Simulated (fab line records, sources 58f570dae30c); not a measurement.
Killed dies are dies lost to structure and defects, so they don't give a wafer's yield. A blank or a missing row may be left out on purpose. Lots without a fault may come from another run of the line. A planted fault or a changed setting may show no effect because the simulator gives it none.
A struck lot beside a sound one | flow berkeley_cmos170 | 14 steps out of a route of 331
Sound: wafers L921.1, L921.4, L921.6. Struck: wafers L917.2, L917.4, L917.5. The cause comes at the end.
At each step with rows: each side's tool, then ch and its chambers, then its first start. Under that, the readings that differ: sound wafers | struck wafers | difference of the means | sigmas: that difference in standard deviations of wafers without a fault.
alike: readings whose means differ by less than 2 such deviations, and words and numbers that are the same on both sides. not compared: withheld readings, readings that some wafer has no value for, bounds like >300 that may hide the same value, and numbers for which the record gives no deviation and whose values overlap.
The two part at a step that has a row with sigmas, a row that says differs or no value, or rows on one side only. Numbers that don't overlap but have no deviation are shown without sigmas and don't part them. A reading that every wafer of one side lacks parts them only if that side has two wafers or more.

first, 1 step without rows for these wafers: UCB170_M1_ANNEAL_14 (time 1200 s).
UCB170_V1_CVD_00: deposits SiO2 from TEOS/O2, target thk 2000 nm, time 250 s.
  sound on pecvd-04 ch 0,1,2, day 11 12:46; struck on pecvd-02 ch 0,2, day 10 14:13
  alike: heater_power_w, pressure_mtorr
UCB170_V1_THK_MEAS_01:
  sound on film_metro-04, day 11 12:55; struck on film_metro-04, day 10 14:22
  alike: V1_TEOS_THK
UCB170_V1_CMP_02: polishes SiO2.
  sound on cmp-02 ch 0,2,3, day 11 13:14; struck on cmp-02 ch 2,3, day 10 14:43
  alike: motor_current_A
UCB170_V1_BOW_MEAS_03:
  sound on film_metro-01, day 11 13:26; struck on film_metro-03, day 10 15:02
  alike: V1_BOW
UCB170_V1_THK_MEAS_04:
  sound on film_metro-01, day 11 13:33; struck on film_metro-03, day 10 15:09
  alike: V1_POLISHED_THK
then, 5 steps without rows for these wafers: UCB170_V1_CLEAN_05 (cleans in DIW); UCB170_V1_HMDS_06 (prime time 60 s); UCB170_V1_COAT_07 (resist thk 900 nm); UCB170_V1_SOFTBAKE_08 (time 60 s); UCB170_V1_EXPOSE_09 (exposes mask VIA1, target cd 700 nm).
UCB170_V1_PEB_10:
  sound on litho_track-03 ch 0, day 11 15:22; struck on litho_track-02 ch 0, day 10 16:58
  alike: plate_sensor_t_centre_C, plate_sensor_t_edge_C
UCB170_V1_DEVELOP_11: develop time 45 s.
  sound on litho_track-03 ch 0, day 11 15:00; struck on litho_track-02, day 10 17:00
  no value came back on the struck wafers for chill_plate_temp_C (C), develop_time_s (s); on the sound wafers chill_plate_temp_C (C) reads 23.05 22.94 22.96
  reading                             | sound             | struck            | difference | sigmas
  model.KrF_of_V1_COAT_07.thk_nm (nm) | 888.5 886.6 887.8 | 896.3 897.8 896.4 | +9.2       |
UCB170_V1_CD_MEAS_12: target cd 700 nm.
  sound on cd_sem-01, day 11 15:43; struck on cd_sem-02, day 10 17:14
  reading    | sound             | struck | difference                    | sigmas
  cd_nm (nm) | 700.1 698.8 699.6 | - - -  | no value on the struck wafers |

WHERE THEY PART
First at UCB170_V1_DEVELOP_11; last, within this record, at UCB170_V1_CD_MEAS_12.

WHY: what the simulator had put in
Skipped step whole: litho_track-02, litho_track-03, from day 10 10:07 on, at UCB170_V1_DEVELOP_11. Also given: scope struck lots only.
